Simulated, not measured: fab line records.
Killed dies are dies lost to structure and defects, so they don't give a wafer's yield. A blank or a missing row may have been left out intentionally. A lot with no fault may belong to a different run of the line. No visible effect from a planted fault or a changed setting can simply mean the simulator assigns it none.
fab line records :: flow berkeley_cmos170
record
  lots=6
  wafers=18
  last_day=11
route steps=331 shown START@1 ZERO@6
lots untouched by any fault: they come from a run of this same line in which no faults occurred
start_h: the number of hours between the record's first day and the start of the first shown wafer of the lot :: wait_h: hours since the lot's step before :: " repeats the value in the row above :: L1.1+2: one row covering several wafers at once :: - value missing, or start not given :: * or withheld: withheld :: < > ~ a bound
route shown NAME@n: a module of which the file shows steps, and the number in the route of the first :: usual: mean/standard deviation taken from wafers without a fault :: same: alike in all rows :: chamber/n: place in a boat :: sites: each site's reading :: _std_site: how widely they spread, as a standard deviation :: _edge_site: inner sites' mean taken away from outer sites' mean :: radius_mm: how far each site lies from the wafer's centre :: mask NAME#n: copy n :: behind: the last tool/chamber to shape the wafer :: hold: the reason the lot was held/the length of the hold in hours/how it ended :: device: transistor that didn't switch, given as n, p or np :: end of line: at the end of the route, the tests of the same wafers :: a step with no rows: only its recipe :: killed: at the first sort, the dies lost to defects and structure; wafer yield is something else :: map: a wafer's dies, marking killed ones x, the rest . and places with no die _
set.NAME: the setting the step ran with; set.NAME@STEP: the setting that earlier step ran with :: model.NAME: the simulator's own value behind a step, which no gauge read
lots at selected steps of the route; one table per step, one row per wafer
services: from which hour (start_h, from the record's first day; less than 0 if before it) a tool's chamber was out of use, for how many hours, and why
## steps
# step UCB170_START_BOW_MEAS_00
# recipe
  mode=bow
# usual
  INCOMING_BOW=-1/6.5
lot.wafer: L964.2
tool: film_metro-01
chamber: -
start_h: 20.02
wait_h: -
INCOMING_BOW[um]: 3

lot.wafer: L964.3
tool: film_metro-01
chamber: -
start_h: 20.02
wait_h: -
INCOMING_BOW[um]: 5

lot.wafer: L964.5
tool: film_metro-01
chamber: -
start_h: 20.02
wait_h: -
INCOMING_BOW[um]: -17

lot.wafer: L969.1
tool: film_metro-02
chamber: -
start_h: 45.00
wait_h: -
INCOMING_BOW[um]: 2

lot.wafer: L969.2
tool: film_metro-02
chamber: -
start_h: 45.00
wait_h: -
INCOMING_BOW[um]: 4

lot.wafer: L969.6
tool: film_metro-02
chamber: -
start_h: 45.00
wait_h: -
INCOMING_BOW[um]: 1

lot.wafer: L978.1
tool: film_metro-02
chamber: -
start_h: 90.00
wait_h: -
INCOMING_BOW[um]: -5

lot.wafer: L978.2
tool: film_metro-02
chamber: -
start_h: 90.00
wait_h: -
INCOMING_BOW[um]: -12

lot.wafer: L978.3
tool: film_metro-02
chamber: -
start_h: 90.00
wait_h: -
INCOMING_BOW[um]: 3

lot.wafer: L979.3
tool: film_metro-02
chamber: -
start_h: 95.04
wait_h: -
INCOMING_BOW[um]: -9

lot.wafer: L979.4
tool: film_metro-02
chamber: -
start_h: 95.04
wait_h: -
INCOMING_BOW[um]: -5

lot.wafer: L979.5
tool: film_metro-02
chamber: -
start_h: 95.04
wait_h: -
INCOMING_BOW[um]: 4

lot.wafer: L984.1
tool: film_metro-01
chamber: -
start_h: 120.00
wait_h: -
INCOMING_BOW[um]: 3

lot.wafer: L984.3
tool: film_metro-01
chamber: -
start_h: 120.00
wait_h: -
INCOMING_BOW[um]: 3

lot.wafer: L984.4
tool: film_metro-01
chamber: -
start_h: 120.00
wait_h: -
INCOMING_BOW[um]: 2

lot.wafer: L985.2
tool: film_metro-02
chamber: -
start_h: 125.02
wait_h: -
INCOMING_BOW[um]: 4

lot.wafer: L985.5
tool: film_metro-02
chamber: -
start_h: 125.02
wait_h: -
INCOMING_BOW[um]: -4

lot.wafer: L985.6
tool: film_metro-02
chamber: -
start_h: 125.02
wait_h: -
INCOMING_BOW[um]: 1
# step UCB170_START_CLEAN_01
# recipe
  chemistry=dHF
  dilution=25:1
  time_s=60
# step UCB170_START_OXIDATION_02
# recipe
  temp_c=950
  ambient=O2
  target_thk_a=200
  ox_time_s=1800
# step UCB170_START_THK_MEAS_03
# recipe
  reads=SiO2_of_START_OXIDATION_02
# usual
  START_OXIDE_THK=20.1/0.31
lot.wafer: L964.2
tool: film_metro-01
chamber: -
start_h: 25.56
wait_h: 0.0
START_OXIDE_THK[nm]: 19.6

lot.wafer: L964.3
tool: film_metro-01
chamber: -
start_h: 25.56
wait_h: 0.0
START_OXIDE_THK[nm]: 19.7

lot.wafer: L964.5
tool: film_metro-01
chamber: -
start_h: 25.56
wait_h: 0.0
START_OXIDE_THK[nm]: 19.6

lot.wafer: L969.1
tool: film_metro-02
chamber: -
start_h: 49.35
wait_h: 0.0
START_OXIDE_THK[nm]: 19.6

lot.wafer: L969.2
tool: film_metro-02
chamber: -
start_h: 49.35
wait_h: 0.0
START_OXIDE_THK[nm]: 19.7

lot.wafer: L969.6
tool: film_metro-02
chamber: -
start_h: 49.35
wait_h: 0.0
START_OXIDE_THK[nm]: 19.7

lot.wafer: L978.1
tool: film_metro-03
chamber: -
start_h: 94.31
wait_h: 0.0
START_OXIDE_THK[nm]: 20.4

lot.wafer: L978.2
tool: film_metro-03
chamber: -
start_h: 94.31
wait_h: 0.0
START_OXIDE_THK[nm]: 20.4

lot.wafer: L978.3
tool: film_metro-03
chamber: -
start_h: 94.31
wait_h: 0.0
START_OXIDE_THK[nm]: 20.1

lot.wafer: L979.3
tool: film_metro-03
chamber: -
start_h: 99.73
wait_h: 0.0
START_OXIDE_THK[nm]: 20.3

lot.wafer: L979.4
tool: film_metro-03
chamber: -
start_h: 99.73
wait_h: 0.0
START_OXIDE_THK[nm]: 20.2

lot.wafer: L979.5
tool: film_metro-03
chamber: -
start_h: 99.73
wait_h: 0.0
START_OXIDE_THK[nm]: 20.3

lot.wafer: L984.1
tool: film_metro-03
chamber: -
start_h: 124.56
wait_h: 0.0
START_OXIDE_THK[nm]: 19.7

lot.wafer: L984.3
tool: film_metro-03
chamber: -
start_h: 124.56
wait_h: 0.0
START_OXIDE_THK[nm]: 19.9

lot.wafer: L984.4
tool: film_metro-03
chamber: -
start_h: 124.56
wait_h: 0.0
START_OXIDE_THK[nm]: 19.5

lot.wafer: L985.2
tool: film_metro-02
chamber: -
start_h: 129.64
wait_h: 0.0
START_OXIDE_THK[nm]: 20.5

lot.wafer: L985.5
tool: film_metro-02
chamber: -
start_h: 129.64
wait_h: 0.0
START_OXIDE_THK[nm]: 20.4

lot.wafer: L985.6
tool: film_metro-02
chamber: -
start_h: 129.64
wait_h: 0.0
START_OXIDE_THK[nm]: 20.4
# step UCB170_START_ANNEAL_04
# recipe
  temp_c=950
  time_s=1200
  ambient=N2
# step UCB170_ZERO_HMDS_00
# recipe
  prime_time_s=60
  prime_temp_c=101
# step UCB170_ZERO_COAT_01
# recipe
  resist=KrF
  spin_rpm=1500
  resist_thk_nm=900
# step UCB170_ZERO_SOFTBAKE_02
# recipe
  resist=KrF
  temp_c=130
  time_s=60
# step UCB170_ZERO_EXPOSE_03
# recipe
  mask_id=PM_MARKS
  na=0.5
  sigma_outer=0.6
  source_shape=conventional
  target_cd_nm=4000
  dose_mj=30
# step UCB170_ZERO_PEB_04
# recipe
  peb_temp_c=130
  peb_time_s=withheld
  resist=KrF
# step UCB170_ZERO_DEVELOP_05
# recipe
  developer=TMAH
  develop_time_s=45
  resist=KrF
  dev_temp_c=21
# usual
  chill_plate_temp_C=22.98/0.12
  develop_time_s=45/0
  resist_line_temp_C=23.01/0.1
lot.wafer: L964.2
tool: litho_track-04
chamber: 0
start_h: 29
wait_h: -
chill_plate_temp_C: 23.02
develop_time_s: 45
resist_line_temp_C: 23.26
model.KrF_of_ZERO_COAT_01.thk_nm: 886.2

lot.wafer: L964.3
tool: litho_track-04
chamber: 0
start_h: 29
wait_h: -
chill_plate_temp_C: 22.92
develop_time_s: 45
resist_line_temp_C: 23.19
model.KrF_of_ZERO_COAT_01.thk_nm: 883.8

lot.wafer: L964.5
tool: litho_track-04
chamber: 0
start_h: 29
wait_h: -
chill_plate_temp_C: 23.00
develop_time_s: 45
resist_line_temp_C: 23.15
model.KrF_of_ZERO_COAT_01.thk_nm: 884.5

lot.wafer: L969.1
tool: litho_track-02
chamber: 0
start_h: 53
wait_h: -
chill_plate_temp_C: 22.85
develop_time_s: 45
resist_line_temp_C: 23.05
model.KrF_of_ZERO_COAT_01.thk_nm: 886.9

lot.wafer: L969.2
tool: litho_track-02
chamber: 0
start_h: 53
wait_h: -
chill_plate_temp_C: 22.93
develop_time_s: 45
resist_line_temp_C: 23.04
model.KrF_of_ZERO_COAT_01.thk_nm: 888.5

lot.wafer: L969.6
tool: litho_track-02
chamber: 0
start_h: 53
wait_h: -
chill_plate_temp_C: 22.98
develop_time_s: 45
resist_line_temp_C: 22.90
model.KrF_of_ZERO_COAT_01.thk_nm: 886.1

lot.wafer: L978.1
tool: litho_track-02
chamber: -
start_h: 99
wait_h: -
chill_plate_temp_C: -
develop_time_s: -
resist_line_temp_C: -
model.KrF_of_ZERO_COAT_01.thk_nm: 902.3

lot.wafer: L978.2
tool: litho_track-02
chamber: -
start_h: 99
wait_h: -
chill_plate_temp_C: -
develop_time_s: -
resist_line_temp_C: -
model.KrF_of_ZERO_COAT_01.thk_nm: 901

lot.wafer: L978.3
tool: litho_track-02
chamber: -
start_h: 99
wait_h: -
chill_plate_temp_C: -
develop_time_s: -
resist_line_temp_C: -
model.KrF_of_ZERO_COAT_01.thk_nm: 903.6

lot.wafer: L979.3
tool: litho_track-03
chamber: -
start_h: 106
wait_h: -
chill_plate_temp_C: -
develop_time_s: -
resist_line_temp_C: -
model.KrF_of_ZERO_COAT_01.thk_nm: 895.6

lot.wafer: L979.4
tool: litho_track-03
chamber: -
start_h: 106
wait_h: -
chill_plate_temp_C: -
develop_time_s: -
resist_line_temp_C: -
model.KrF_of_ZERO_COAT_01.thk_nm: 896.8

lot.wafer: L979.5
tool: litho_track-03
chamber: -
start_h: 106
wait_h: -
chill_plate_temp_C: -
develop_time_s: -
resist_line_temp_C: -
model.KrF_of_ZERO_COAT_01.thk_nm: 899.4

lot.wafer: L984.1
tool: litho_track-02
chamber: 0
start_h: 129
wait_h: -
chill_plate_temp_C: 22.92
develop_time_s: 45
resist_line_temp_C: 23.16
model.KrF_of_ZERO_COAT_01.thk_nm: 886.3

lot.wafer: L984.3
tool: litho_track-02
chamber: 0
start_h: 129
wait_h: -
chill_plate_temp_C: 22.96
develop_time_s: 45
resist_line_temp_C: 23.04
model.KrF_of_ZERO_COAT_01.thk_nm: 887.4

lot.wafer: L984.4
tool: litho_track-02
chamber: 0
start_h: 129
wait_h: -
chill_plate_temp_C: 23.03
develop_time_s: 45
resist_line_temp_C: 23.01
model.KrF_of_ZERO_COAT_01.thk_nm: 886.2

lot.wafer: L985.2
tool: litho_track-04
chamber: 0
start_h: 134
wait_h: -
chill_plate_temp_C: 22.59
develop_time_s: 45
resist_line_temp_C: 23.00
model.KrF_of_ZERO_COAT_01.thk_nm: 883.9

lot.wafer: L985.5
tool: litho_track-04
chamber: 0
start_h: 134
wait_h: -
chill_plate_temp_C: 22.72
develop_time_s: 45
resist_line_temp_C: 22.92
model.KrF_of_ZERO_COAT_01.thk_nm: 886.8

lot.wafer: L985.6
tool: litho_track-04
chamber: 0
start_h: 134
wait_h: -
chill_plate_temp_C: 22.88
develop_time_s: 45
resist_line_temp_C: 23.06
model.KrF_of_ZERO_COAT_01.thk_nm: 886.4
# step UCB170_ZERO_ETCH_06
# recipe
  chemistry=CHF3/CF4/Ar
  target=SiO2
  time_s=12
  pressure_mtorr=100
  rf_w=500
  CHF3_flow_sccm=50
  cf4_flow_sccm=10
  Ar_flow_sccm=120
  over_etch_frac=1.58
# usual
  chamber_pressure_mTorr=100.01/0.083
  drypump_motor_current_A=5.7/0.45
  oes_product_au=0.615/0.011
  throttle_valve_pct=9.26/0.16
lot.wafer: L964.2
tool: rie_diel-04
chamber: 3
start_h: 29.23
wait_h: -
chamber_pressure_mTorr: 100.02
drypump_motor_current_A: 6.0
oes_product_au: 0.609
rf_hours_counter_h: 4
throttle_valve_pct: 9.09

lot.wafer: L964.3
tool: rie_diel-04
chamber: 1
start_h: 29.23
wait_h: -
chamber_pressure_mTorr: 100.14
drypump_motor_current_A: 5.2
oes_product_au: 0.629
rf_hours_counter_h: 73
throttle_valve_pct: 9.34

lot.wafer: L964.5
tool: rie_diel-04
chamber: 2
start_h: 29.23
wait_h: -
chamber_pressure_mTorr: 100.07
drypump_motor_current_A: 6.3
oes_product_au: 0.610
rf_hours_counter_h: -
throttle_valve_pct: 9.19

lot.wafer: L969.1
tool: rie_diel-03
chamber: 0
start_h: 53.98
wait_h: -
chamber_pressure_mTorr: 99.96
drypump_motor_current_A: 5.0
oes_product_au: 0.613
rf_hours_counter_h: 12
throttle_valve_pct: 9.22

lot.wafer: L969.2
tool: rie_diel-03
chamber: 3
start_h: 53.98
wait_h: -
chamber_pressure_mTorr: 99.90
drypump_motor_current_A: 6.1
oes_product_au: 0.601
rf_hours_counter_h: 36
throttle_valve_pct: 9.31

lot.wafer: L969.6
tool: rie_diel-03
chamber: 3
start_h: 53.98
wait_h: -
chamber_pressure_mTorr: 100.11
drypump_motor_current_A: 6.1
oes_product_au: 0.603
rf_hours_counter_h: -
throttle_valve_pct: 9.31

lot.wafer: L978.1
tool: rie_diel-02
chamber: 3
start_h: 99.74
wait_h: -
chamber_pressure_mTorr: 100.05
drypump_motor_current_A: 6.1
oes_product_au: 0.372
rf_hours_counter_h: 110
throttle_valve_pct: 9.24

lot.wafer: L978.2
tool: rie_diel-02
chamber: 1
start_h: 99.74
wait_h: -
chamber_pressure_mTorr: 99.97
drypump_motor_current_A: 6.4
oes_product_au: 0.372
rf_hours_counter_h: 149
throttle_valve_pct: 9.31

lot.wafer: L978.3
tool: rie_diel-02
chamber: 0
start_h: 99.74
wait_h: -
chamber_pressure_mTorr: 100.00
drypump_motor_current_A: 5.5
oes_product_au: 0.368
rf_hours_counter_h: 17
throttle_valve_pct: 9.49

lot.wafer: L979.3
tool: rie_diel-04
chamber: 2
start_h: 106.28
wait_h: -
chamber_pressure_mTorr: 100.11
drypump_motor_current_A: 6.3
oes_product_au: 0.370
rf_hours_counter_h: 140
throttle_valve_pct: 9.18

lot.wafer: L979.4
tool: rie_diel-04
chamber: 3
start_h: 106.28
wait_h: -
chamber_pressure_mTorr: 100.04
drypump_motor_current_A: 6.0
oes_product_au: 0.366
rf_hours_counter_h: 8
throttle_valve_pct: 9.09

lot.wafer: L979.5
tool: rie_diel-04
chamber: 2
start_h: 106.28
wait_h: -
chamber_pressure_mTorr: 100.12
drypump_motor_current_A: 6.3
oes_product_au: 0.377
rf_hours_counter_h: -
throttle_valve_pct: 9.17

lot.wafer: L984.1
tool: rie_diel-04
chamber: 3
start_h: 129.29
wait_h: -
chamber_pressure_mTorr: 99.95
drypump_motor_current_A: 6.0
oes_product_au: 0.601
rf_hours_counter_h: 9
throttle_valve_pct: 9.10

lot.wafer: L984.3
tool: rie_diel-04
chamber: 2
start_h: 129.29
wait_h: -
chamber_pressure_mTorr: 100.04
drypump_motor_current_A: 6.3
oes_product_au: 0.611
rf_hours_counter_h: 141
throttle_valve_pct: 9.18

lot.wafer: L984.4
tool: rie_diel-04
chamber: 0
start_h: 129.29
wait_h: -
chamber_pressure_mTorr: 100.00
drypump_motor_current_A: 5.6
oes_product_au: 0.627
rf_hours_counter_h: 35
throttle_valve_pct: 8.97

lot.wafer: L985.2
tool: rie_diel-02
chamber: 2
start_h: 134.85
wait_h: -
chamber_pressure_mTorr: 100.00
drypump_motor_current_A: 5.3
oes_product_au: 0.608
rf_hours_counter_h: 35
throttle_valve_pct: 9.47

lot.wafer: L985.5
tool: rie_diel-02
chamber: 2
start_h: 134.85
wait_h: -
chamber_pressure_mTorr: 100.09
drypump_motor_current_A: 5.3
oes_product_au: 0.612
rf_hours_counter_h: -
throttle_valve_pct: 9.47

lot.wafer: L985.6
tool: rie_diel-02
chamber: 1
start_h: 134.85
wait_h: -
chamber_pressure_mTorr: 100.03
drypump_motor_current_A: 6.5
oes_product_au: 0.614
rf_hours_counter_h: -
throttle_valve_pct: 9.30
# step UCB170_ZERO_STRIP_07
# recipe
  chemistry=O2
  power_w=400
  pressure_mtorr=3500
  platen_temp_c=withheld
  o2_flow_sccm=400
  overash_fraction=0.5
# usual
  chamber_pressure_mTorr=3500/3.1
  drypump_motor_current_A=5.6/0.49
  oes_product_au=0.727/0.0046
  strip_time_to_endpoint_s=21.48/0.056
lot.wafer: L964.2
tool: plasma_asher-04
chamber: 1
start_h: 29.25
wait_h: 0.0
chamber_pressure_mTorr: 3503
drypump_motor_current_A: 6.1
oes_product_au: 0.727
rf_hours_counter_h: 31
strip_time_to_endpoint_s: 21.48

lot.wafer: L964.3
tool: plasma_asher-04
chamber: 0
start_h: 29.25
wait_h: 0.0
chamber_pressure_mTorr: 3501
drypump_motor_current_A: 5.8
oes_product_au: 0.731
rf_hours_counter_h: -
strip_time_to_endpoint_s: 21.41

lot.wafer: L964.5
tool: plasma_asher-04
chamber: 0
start_h: 29.25
wait_h: 0.0
chamber_pressure_mTorr: 3505
drypump_motor_current_A: 5.8
oes_product_au: 0.724
rf_hours_counter_h: -
strip_time_to_endpoint_s: 21.44

lot.wafer: L969.1
tool: plasma_asher-01
chamber: 1
start_h: 54.00
wait_h: 0.0
chamber_pressure_mTorr: 3503
drypump_motor_current_A: 5.2
oes_product_au: 0.728
rf_hours_counter_h: 33
strip_time_to_endpoint_s: 21.50

lot.wafer: L969.2
tool: plasma_asher-01
chamber: 0
start_h: 54.00
wait_h: 0.0
chamber_pressure_mTorr: 3499
drypump_motor_current_A: 5.3
oes_product_au: 0.734
rf_hours_counter_h: 33
strip_time_to_endpoint_s: 21.55

lot.wafer: L969.6
tool: plasma_asher-01
chamber: 0
start_h: 54.00
wait_h: 0.0
chamber_pressure_mTorr: 3494
drypump_motor_current_A: 5.3
oes_product_au: 0.728
rf_hours_counter_h: -
strip_time_to_endpoint_s: 21.49

lot.wafer: L978.1
tool: plasma_asher-01
chamber: 0
start_h: 99.77
wait_h: 0.0
chamber_pressure_mTorr: 3502
drypump_motor_current_A: 5.3
oes_product_au: 0.721
rf_hours_counter_h: 38
strip_time_to_endpoint_s: 21.87

lot.wafer: L978.2
tool: plasma_asher-01
chamber: 1
start_h: 99.77
wait_h: 0.0
chamber_pressure_mTorr: 3495
drypump_motor_current_A: 5.1
oes_product_au: 0.730
rf_hours_counter_h: 38
strip_time_to_endpoint_s: 21.85

lot.wafer: L978.3
tool: plasma_asher-01
chamber: 1
start_h: 99.77
wait_h: 0.0
chamber_pressure_mTorr: 3502
drypump_motor_current_A: 5.2
oes_product_au: 0.727
rf_hours_counter_h: -
strip_time_to_endpoint_s: 21.91

lot.wafer: L979.3
tool: plasma_asher-03
chamber: 0
start_h: 106.34
wait_h: 0.0
chamber_pressure_mTorr: 3503
drypump_motor_current_A: 6.3
oes_product_au: 0.722
rf_hours_counter_h: -
strip_time_to_endpoint_s: 21.72

lot.wafer: L979.4
tool: plasma_asher-03
chamber: 1
start_h: 106.34
wait_h: 0.0
chamber_pressure_mTorr: 3505
drypump_motor_current_A: 5.1
oes_product_au: 0.727
rf_hours_counter_h: -
strip_time_to_endpoint_s: 21.75

lot.wafer: L979.5
tool: plasma_asher-03
chamber: 1
start_h: 106.34
wait_h: 0.0
chamber_pressure_mTorr: 3501
drypump_motor_current_A: 5.1
oes_product_au: 0.727
rf_hours_counter_h: -
strip_time_to_endpoint_s: 21.82

lot.wafer: L984.1
tool: plasma_asher-03
chamber: 1
start_h: 129.32
wait_h: 0.0
chamber_pressure_mTorr: 3500
drypump_motor_current_A: 5.1
oes_product_au: 0.724
rf_hours_counter_h: 36
strip_time_to_endpoint_s: 21.49

lot.wafer: L984.3
tool: plasma_asher-03
chamber: 1
start_h: 129.32
wait_h: 0.0
chamber_pressure_mTorr: 3501
drypump_motor_current_A: 5.0
oes_product_au: 0.731
rf_hours_counter_h: -
strip_time_to_endpoint_s: 21.53

lot.wafer: L984.4
tool: plasma_asher-03
chamber: 0
start_h: 129.32
wait_h: 0.0
chamber_pressure_mTorr: 3496
drypump_motor_current_A: 6.3
oes_product_au: 0.727
rf_hours_counter_h: -
strip_time_to_endpoint_s: 21.48

lot.wafer: L985.2
tool: plasma_asher-01
chamber: 0
start_h: 134.87
wait_h: 0.0
chamber_pressure_mTorr: 3504
drypump_motor_current_A: 5.3
oes_product_au: 0.726
rf_hours_counter_h: 2
strip_time_to_endpoint_s: 21.42

lot.wafer: L985.5
tool: plasma_asher-01
chamber: 0
start_h: 134.87
wait_h: 0.0
chamber_pressure_mTorr: 3502
drypump_motor_current_A: 5.3
oes_product_au: 0.734
rf_hours_counter_h: -
strip_time_to_endpoint_s: 21.51

lot.wafer: L985.6
tool: plasma_asher-01
chamber: 1
start_h: 134.87
wait_h: 0.0
chamber_pressure_mTorr: 3502
drypump_motor_current_A: 5.2
oes_product_au: 0.728
rf_hours_counter_h: -
strip_time_to_endpoint_s: 21.53
## services
tool: rie_diel-04
chamber: -
start_h: 26.77
hours: 0.9
kind: repair

tool: plasma_asher-01
chamber: -
start_h: 31.19
hours: 9.4
kind: repair

tool: rie_diel-03
chamber: -
start_h: 94.63
hours: 2.8
kind: pm

tool: plasma_asher-01
chamber: -
start_h: 108.78
hours: 9.0
kind: pm

tool: plasma_asher-01
chamber: 0
start_h: 108.78
hours: 9.0
kind: vent_cycle

tool: plasma_asher-01
chamber: 1
start_h: 108.78
hours: 9.0
kind: vent_cycle

tool: rie_diel-02
chamber: 1
start_h: 115.61
hours: 8.8
kind: repair

tool: plasma_asher-01
chamber: 0
start_h: 117.78
hours: -
kind: clean

tool: plasma_asher-01
chamber: 1
start_h: 117.78
hours: -
kind: clean

tool: plasma_asher-04
chamber: -
start_h: 124.88
hours: 0.6
kind: repair
## key
first_sign
  step=UCB170_ZERO_DEVELOP_05
  reading=tool_record
  direction=missing
effect
  step=UCB170_ZERO_ETCH_06
  reading=oes_product_au
  direction=down
  sigmas=23
  usual=0.615
  struck=0.371
effect
  step=UCB170_ZERO_STRIP_07
  reading=strip_time_to_endpoint_s
  direction=up
  sigmas=6
  usual=*
  struck=*
model_effect
  step=UCB170_ZERO_DEVELOP_05
  value=KrF_of_ZERO_COAT_01.thk_nm
  without=885.6
  struck=899.8
met_at UCB170_ZERO_DEVELOP_05
struck_wafers L978.1,L978.2,L978.3,L979.3,L979.4,L979.5
later_rows_left_out L978.1,L978.2,L978.3,L979.3,L979.4,L979.5
sort_left_out L978.1,L978.2,L978.3,L979.3,L979.4,L979.5
tester_left_out L978,L979
onset_between 53 99
fault
  kind=skipped_step_whole
  tool=litho_track-02,litho_track-03
  chamber=-
  onset_h=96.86
  steps=UCB170_ZERO_DEVELOP_05
  scope=struck_lots_only
# tester_left_out: of these lots the tester's yield and bins aren't shown, on N5 and GAA mostly nor the transistor test; their killed dies are dies lost to structure and defects alone, not to doping, threshold or leakage, so they don't give the yield
# sort_left_out: the simulated sort isn't trusted on such a fault, so these wafers' sort isn't shown, and their yield isn't known
# later_rows_left_out: the simulator's readings of these wafers behind a module that went badly wrong aren't trusted and aren't shown, but for the sort
